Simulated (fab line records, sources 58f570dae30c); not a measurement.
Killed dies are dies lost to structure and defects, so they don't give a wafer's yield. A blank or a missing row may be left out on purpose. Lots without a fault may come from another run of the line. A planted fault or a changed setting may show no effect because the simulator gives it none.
Which tool did it? | flow berkeley_cmos170 | 7 lots, 21 wafers sampled, at 2 steps of a route of 331

WHAT THE GAUGES READ, wafer by wafer
UCB170_NSD_CD_MEAS_06: target cd 1200 nm.
lot  | measured     | on        | cd_nm (nm)
L842 | day 8 08:23  | cd_sem-01 | 1199.8 1201.6 1201.4
L846 | day 9 19:39  | cd_sem-01 | 1199.8 1200.3 1199.2
L849 | day 9 20:14  | cd_sem-01 | 1181.2 1182.4 1182.5
L853 | day 10 05:56 | cd_sem-01 | 1179.3 1177.9 1179.6
L859 | day 12 01:00 | cd_sem-01 | 1200.4 1200.2 1199.9
L862 | day 12 08:33 | cd_sem-01 | 1199.9 1201.8 1201.3
L864 | day 13 04:34 | cd_sem-01 | 1200.6 1201.0 1199.9

WHICH TOOL RAN EACH LOT (tool, then ch and the chambers of the sampled wafers, then the start)
lot  | UCB170_NSD_PEB_04
L842 | litho_track-02 ch 0, day 8 08:00
L846 | litho_track-04 ch 0, day 9 19:23
L849 | litho_track-04 ch 0, day 9 19:59
L853 | litho_track-04 ch 0, day 10 05:40
L859 | litho_track-02 ch 0, day 12 00:43
L862 | litho_track-03 ch 0, day 12 08:13
L864 | litho_track-03 ch 0, day 13 04:18
- UCB170_NSD_PEB_04

THE ANSWER, worked out from the rows above alone
Rule: what is usual is taken from the lots themselves. Put in order of their means at a reading, lots are off if they are a third of the lots or fewer, leave a main group of 4 or more, and stand apart from it by a gap of 3 or more times the standard deviation of the main group's means; of several such gaps the widest counts. A main group whose means are all the same, to the digits that the tables above print for the reading, isn't used. A lot without any number at a reading at which 4 lots or more have one is off too. The other lots that the step has rows for count as sound.
Off: L849, L853, at UCB170_NSD_CD_MEAS_06 (cd_nm). The main group: mean 1200.5 nm, standard deviation 0.47.
A tool fits if, at a process step before that reading, it ran every lot that is off, and no sound lot after the first of them. The gauges at UCB170_NSD_CD_MEAS_06 are tried like those tools. One fits: litho_track-04 at UCB170_NSD_PEB_04. Its last sound lot is L846 (day 9 19:23), its first lot that is off L849 (day 9 19:59): a fault that began between those two fits.

WHAT THE SIMULATOR HAD PUT IN
Process parameter drift: litho_track-04, from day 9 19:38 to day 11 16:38, at UCB170_NSD_PEB_04. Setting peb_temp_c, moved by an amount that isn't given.
Lots struck among those shown: L849, L853. The rule above found the same.
